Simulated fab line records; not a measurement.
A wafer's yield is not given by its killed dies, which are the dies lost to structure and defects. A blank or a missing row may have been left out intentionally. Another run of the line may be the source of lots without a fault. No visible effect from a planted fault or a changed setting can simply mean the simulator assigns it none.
fab line records ; flow rit-cmos
record: lots: 14; wafers: 42; last-day: 7
route steps=202 shown NSD@140 PSD@148 M1@190
lots untouched by any fault: they come from a run of this same line in which no faults occurred
start-h: start of the lot's first displayed wafer, in hours after the record's first day ; wait-h: time in hours since the lot's previous step ; " repeats the value in the row above ; L1.1+2: a single row standing in for several wafers ; - no value, or no start given ; * or withheld: withheld ; < > ~ a bound
route shown NAME@n: names a module that has steps shown in the file, with the first one's number in the route ; usual: mean/standard deviation of fault-free wafers ; same: alike in all rows ; chamber/n: place in a boat ; sites: per-site readings ; _std_site: the standard deviation of these ; _edge_site: inner sites' mean taken away from outer sites' mean ; radius-mm: for every site, how far away it sits from the centre of the wafer ; mask NAME#n: copy n ; behind: the last tool/chamber to shape the wafer ; hold: what put the lot on hold/how long, in hours/how the hold closed ; device: whichever transistor did not switch (one of n, p or np) ; end of line: the route-end tests of the same wafers ; a step with no rows: only its recipe ; killed: not the wafer's yield, but the dies lost to structure and defects at the first sort ; map: dies across one wafer; x = killed, . = not, _ = none there
set.NAME: the setting as run; set.NAME@STEP: as run at that earlier step ; model.NAME: the simulator's own value behind a step, which no gauge read
a sample of lots followed through the steps of the route, with each step as a table and each wafer as a row
services: the hour from which a tool's chamber was out of use, counted from the record's first day as start-h (under 0 if before that day), plus the number of hours and why
== steps ==
step: RIT_NSD_STRIP_09
recipe: chemistry: O2; time-s: 180; resist: NOVOLAK; platen-temp-c: withheld; power-w: 500; pressure-mtorr: 4000; o2-flow-sccm: 4000
usual: drypump-motor-current-A: 5.93/0.29
lot.wafer;tool;chamber;start-h;wait-h;drypump-motor-current-A;rf-hours-counter-h
L666.1;plasma-asher-04;0;51.92;0.1;6.31;26
L666.2;plasma-asher-04;1;51.92;0.1;5.59;26
L666.3;plasma-asher-04;1;51.92;0.1;5.62;-
L668.2;plasma-asher-04;1;65.99;0.1;5.59;27
L668.4;plasma-asher-04;1;65.99;0.1;5.62;-
L668.6;plasma-asher-04;1;65.99;0.1;5.58;-
L669.2;plasma-asher-01;1;68.92;0.1;6.05;38
L669.3;plasma-asher-01;0;68.92;0.1;5.57;-
L669.6;plasma-asher-01;0;68.92;0.1;5.58;-
L670.2;plasma-asher-04;1;75.80;0.1;5.59;28
L670.3;plasma-asher-04;1;75.80;0.1;5.59;-
L670.6;plasma-asher-04;1;75.80;0.1;5.55;-
L671.1;plasma-asher-01;0;79.04;0.1;5.55;39
L671.4;plasma-asher-01;0;79.04;0.1;5.55;-
L671.6;plasma-asher-01;1;79.04;0.1;6.06;-
L672.1;plasma-asher-01;0;84.64;0.1;5.59;40
L672.3;plasma-asher-01;0;84.64;0.1;5.60;-
L672.6;plasma-asher-01;0;84.64;0.1;5.60;-
L679.2;plasma-asher-04;0;117.09;0.1;6.26;33
L679.3;plasma-asher-04;1;117.09;0.1;5.58;-
L679.5;plasma-asher-04;1;117.09;0.1;5.57;-
L680.1;plasma-asher-04;0;123.58;0.1;6.31;33
L680.2;plasma-asher-04;1;123.58;0.1;5.61;33
L680.3;plasma-asher-04;1;123.58;0.1;5.58;-
L682.2;plasma-asher-03;1;128.95;0.1;6.30;52
L682.4;plasma-asher-03;1;128.95;0.1;6.29;-
L682.5;plasma-asher-03;1;128.95;0.1;6.29;-
L684.1;plasma-asher-03;0;144.08;0.1;5.96;54
L684.2;plasma-asher-03;1;144.08;0.1;6.30;54
L684.5;plasma-asher-03;1;144.08;0.1;6.30;-
L685.1;plasma-asher-01;0;148.08;0.1;5.59;3
L685.2;plasma-asher-01;1;148.08;0.1;6.05;3
L685.4;plasma-asher-01;0;148.08;0.1;5.58;-
L687.1;plasma-asher-01;0;158.86;0.1;5.56;5
L687.3;plasma-asher-01;1;158.86;0.1;6.10;-
L687.6;plasma-asher-01;0;158.86;0.1;5.55;-
L688.3;plasma-asher-01;1;163.28;0.1;6.07;-
L688.5;plasma-asher-01;1;163.28;0.1;6.09;-
L688.6;plasma-asher-01;0;163.28;0.1;5.57;-
L689.1;plasma-asher-01;1;164.04;0.1;6.07;6
L689.2;plasma-asher-01;0;164.04;0.1;5.58;6
L689.4;plasma-asher-01;0;164.04;0.1;5.58;-
step: RIT_PSD_OVL_MEAS_06
usual: PSD_OVL: 0.5/1.4
lot.wafer;tool;chamber;start-h;wait-h;PSD_OVL[nm]
L666.1;overlay-02;-;53.01;-;-1.2
L666.2;overlay-02;-;53.01;-;-3.2
L666.3;overlay-02;-;53.01;-;0.1
L668.2;overlay-01;-;67.21;-;3.0
L668.4;overlay-01;-;67.21;-;1.4
L668.6;overlay-01;-;67.21;-;1.6
L669.2;overlay-02;-;70.24;-;-2.3
L669.3;overlay-02;-;70.24;-;0.9
L669.6;overlay-02;-;70.24;-;-1.7
L670.2;overlay-02;-;77.05;-;2.6
L670.3;overlay-02;-;77.05;-;2.0
L670.6;overlay-02;-;77.05;-;2.2
L671.1;overlay-01;-;80.13;-;-1.0
L671.4;overlay-01;-;80.13;-;0.1
L671.6;overlay-01;-;80.13;-;-0.5
L672.1;overlay-01;-;86.04;-;-2.0
L672.3;overlay-01;-;86.04;-;-1.0
L672.6;overlay-01;-;86.04;-;0.1
L679.2;overlay-02;-;118.35;-;1.5
L679.3;overlay-02;-;118.35;-;2.4
L679.5;overlay-02;-;118.35;-;3.2
L680.1;overlay-01;-;124.79;-;2.3
L680.2;overlay-01;-;124.79;-;1.3
L680.3;overlay-01;-;124.79;-;0.2
L682.2;overlay-02;-;130.04;-;-0.4
L682.4;overlay-02;-;130.04;-;-1.2
L682.5;overlay-02;-;130.04;-;0.9
L684.1;overlay-01;-;145.36;-;0.0
L684.2;overlay-01;-;145.36;-;0.9
L684.5;overlay-01;-;145.36;-;2.0
L685.1;overlay-01;-;149.20;-;3.2
L685.2;overlay-01;-;149.20;-;1.6
L685.4;overlay-01;-;149.20;-;2.6
L687.1;overlay-01;-;160.01;-;0.7
L687.3;overlay-01;-;160.01;-;-0.2
L687.6;overlay-01;-;160.01;-;-0.2
L688.3;overlay-01;-;164.32;-;2.5
L688.5;overlay-01;-;164.32;-;-1.1
L688.6;overlay-01;-;164.32;-;-0.2
L689.1;overlay-01;-;165.12;-;-2.5
L689.2;overlay-01;-;165.12;-;1.5
L689.4;overlay-01;-;165.12;-;-1.3
step: RIT_PSD_TW_MEAS_10
usual: PSD_TW: 3436/29
lot.wafer;tool;chamber;start-h;wait-h;PSD_TW
L666.1;film-metro-02;-;53.52;0.1;3399
L666.2;film-metro-02;-;53.52;0.1;3421
L666.3;film-metro-02;-;53.52;0.1;3397
L668.2;film-metro-01;-;67.73;0.1;3421
L668.4;film-metro-01;-;67.73;0.1;3413
L668.6;film-metro-01;-;67.73;0.1;3421
L669.2;film-metro-01;-;70.76;0.1;3420
L669.3;film-metro-01;-;70.76;0.1;3402
L669.6;film-metro-01;-;70.76;0.1;3394
L670.2;film-metro-02;-;77.57;0.1;3403
L670.3;film-metro-02;-;77.57;0.1;3424
L670.6;film-metro-02;-;77.57;0.1;3422
L671.1;film-metro-02;-;80.64;0.1;3416
L671.4;film-metro-02;-;80.64;0.1;3411
L671.6;film-metro-02;-;80.64;0.1;3434
L672.1;film-metro-03;-;86.60;0.1;3473
L672.3;film-metro-03;-;86.60;0.1;3450
L672.6;film-metro-03;-;86.60;0.1;3489
L679.2;film-metro-02;-;118.86;0.1;3417
L679.3;film-metro-02;-;118.86;0.1;3416
L679.5;film-metro-02;-;118.86;0.1;3437
L680.1;film-metro-03;-;125.30;0.1;3475
L680.2;film-metro-03;-;125.30;0.1;3476
L680.3;film-metro-03;-;125.30;0.1;3448
L682.2;film-metro-03;-;130.56;0.1;3494
L682.4;film-metro-03;-;130.56;0.1;3479
L682.5;film-metro-03;-;130.56;0.1;3475
L684.1;film-metro-02;-;145.87;0.1;3400
L684.2;film-metro-02;-;145.87;0.1;3432
L684.5;film-metro-02;-;145.87;0.1;3395
L685.1;film-metro-01;-;149.71;0.1;3418
L685.2;film-metro-01;-;149.71;0.1;3400
L685.4;film-metro-01;-;149.71;0.1;3414
L687.1;film-metro-03;-;160.52;0.1;3462
L687.3;film-metro-03;-;160.52;0.1;3465
L687.6;film-metro-03;-;160.52;0.1;3462
L688.3;film-metro-01;-;164.83;0.1;3420
L688.5;film-metro-01;-;164.83;0.1;3420
L688.6;film-metro-01;-;164.83;0.1;3416
L689.1;film-metro-03;-;165.79;0.1;3445
L689.2;film-metro-03;-;165.79;0.1;3430
L689.4;film-metro-03;-;165.79;0.1;3467
step: RIT_M1_EXPOSE_06
recipe: mask-id: M12; na: 0.6; source-shape: conventional; sigma-outer: 0.5; target-cd-nm: 2600; dose-mj: 250
usual: exposure-dose-mJ-cm2: 249.96/0.23; focus-offset-nm: 0.1/0.53; sigma-outer: 0.5/0
lot.wafer;tool;chamber;start-h;wait-h;mask;exposure-dose-mJ-cm2;focus-offset-nm;sigma-outer
L666.1;iline-stepper-02;0;58.72;0.3;M12#0;249.67;0.6;0.5
L666.2;iline-stepper-02;0;58.72;0.3;M12#0;249.64;0.0;0.5
L666.3;iline-stepper-02;0;58.72;0.3;M12#0;249.60;1.3;0.5
L668.2;iline-stepper-02;0;72.81;0.2;M12#0;250.02;-0.9;0.5
L668.4;iline-stepper-02;0;72.81;0.2;M12#0;249.48;0.2;0.5
L668.6;iline-stepper-02;0;72.81;0.2;M12#0;249.85;0.3;0.5
L669.2;iline-stepper-01;0;75.81;0.2;M12#0;249.91;0.2;0.5
L669.3;iline-stepper-01;0;75.81;0.2;M12#0;249.65;0.1;0.5
L669.6;iline-stepper-01;0;75.81;0.2;M12#0;249.81;0.3;0.5
L670.2;iline-stepper-02;0;82.59;0.2;M12#0;250.09;-0.6;0.5
L670.3;iline-stepper-02;0;82.59;0.2;M12#0;250.03;-1.1;0.5
L670.6;iline-stepper-02;0;82.59;0.2;M12#0;250.16;0.6;0.5
L671.1;iline-stepper-01;-;85.62;0.2;M12#0;-;-;-
L671.4;iline-stepper-01;-;85.62;0.2;M12#0;-;-;-
L671.6;iline-stepper-01;-;85.62;0.2;M12#0;-;-;-
L672.1;iline-stepper-01;-;91.28;0.1;M12#0;-;-;-
L672.3;iline-stepper-01;-;91.28;0.1;M12#0;-;-;-
L672.6;iline-stepper-01;-;91.28;0.1;M12#0;-;-;-
L679.2;iline-stepper-01;0;124.02;0.2;M12#0;249.94;-0.6;0.5
L679.3;iline-stepper-01;0;124.02;0.2;M12#0;249.66;0.7;0.5
L679.5;iline-stepper-01;0;124.02;0.2;M12#0;249.75;0.3;0.5
L680.1;iline-stepper-02;0;130.36;0.2;M12#0;249.95;0.2;0.5
L680.2;iline-stepper-02;0;130.36;0.2;M12#0;249.94;0.3;0.5
L680.3;iline-stepper-02;0;130.36;0.2;M12#0;250.23;0.0;0.5
L682.2;iline-stepper-01;0;135.93;0.2;M12#0;250.32;-0.4;0.5
L682.4;iline-stepper-01;0;135.93;0.2;M12#0;250.51;-0.8;0.5
L682.5;iline-stepper-01;0;135.93;0.2;M12#0;250.19;-0.8;0.5
L684.1;iline-stepper-02;0;151.11;0.2;M12#0;249.97;0.6;0.5
L684.2;iline-stepper-02;0;151.11;0.2;M12#0;249.76;-0.9;0.5
L684.5;iline-stepper-02;0;151.11;0.2;M12#0;249.88;-0.4;0.5
L685.1;iline-stepper-02;0;154.36;0.1;M12#0;249.65;0.3;0.5
L685.2;iline-stepper-02;0;154.36;0.1;M12#0;249.68;0.3;0.5
L685.4;iline-stepper-02;0;154.36;0.1;M12#0;249.88;0.1;0.5
L687.1;iline-stepper-01;0;165.32;0.1;M12#0;249.76;0.9;0.5
L687.3;iline-stepper-01;0;165.32;0.1;M12#0;250.15;1.0;0.5
L687.6;iline-stepper-01;0;165.32;0.1;M12#0;249.82;0.5;0.5
L688.3;iline-stepper-01;0;169.65;0.1;M12#0;249.99;-0.7;0.5
L688.5;iline-stepper-01;0;169.65;0.1;M12#0;250.07;-0.5;0.5
L688.6;iline-stepper-01;0;169.65;0.1;M12#0;250.19;0.2;0.5
L689.1;iline-stepper-01;0;170.59;0.1;M12#0;250.05;0.0;0.5
L689.2;iline-stepper-01;0;170.59;0.1;M12#0;249.96;0.0;0.5
L689.4;iline-stepper-01;0;170.59;0.1;M12#0;249.70;0.4;0.5
== services ==
tool;chamber;start-h;hours;kind
iline-stepper-01;0;41.05;-;calibration
iline-stepper-01;-;41.45;1.7;pm
iline-stepper-01;-;54.58;11.4;repair
iline-stepper-02;-;77.11;1.7;pm
plasma-asher-04;-;84.26;1.3;repair
plasma-asher-04;-;103.48;2.8;pm
iline-stepper-02;-;106.80;2.1;pm
plasma-asher-01;-;108.75;9.0;pm
plasma-asher-01;0;108.75;9.0;vent-cycle
plasma-asher-01;1;108.75;9.0;vent-cycle
iline-stepper-02;-;108.88;-;consumable-replace:lamp
plasma-asher-01;0;117.75;-;clean
plasma-asher-01;1;117.75;-;clean
iline-stepper-01;-;125.10;6.2;repair
iline-stepper-02;0;128.98;-;calibration
plasma-asher-03;-;147.35;23.8;pm
iline-stepper-01;-;150.53;9.9;repair
plasma-asher-04;-;158.75;0.6;repair
== key ==
first-sign: step: RIT_M1_EXPOSE_06; reading: tool-record; direction: missing
effect none on later readings
met-at RIT_M1_EXPOSE_06
struck-lots L671,L672
later-rows-left-out L671.1,L671.4,L671.6,L672.1,L672.3,L672.6
sort-left-out L671.1,L671.4,L671.6,L672.1,L672.3,L672.6
not-acting-at RIT_NSD_STRIP_09,RIT_PSD_OVL_MEAS_06,RIT_PSD_TW_MEAS_10
onset-between 75.81 85.62
fault: kind: skipped-step-whole; tool: iline-stepper-01; chamber: -; onset-h: 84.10; steps: RIT_M1_EXPOSE_06; scope: struck-lots-only
sort-left-out: the simulated sort isn't trusted on such a fault, so these wafers' sort isn't shown, and their yield isn't known
later-rows-left-out: the simulator's readings of these wafers behind a module that went badly wrong aren't trusted and aren't shown, but for the sort
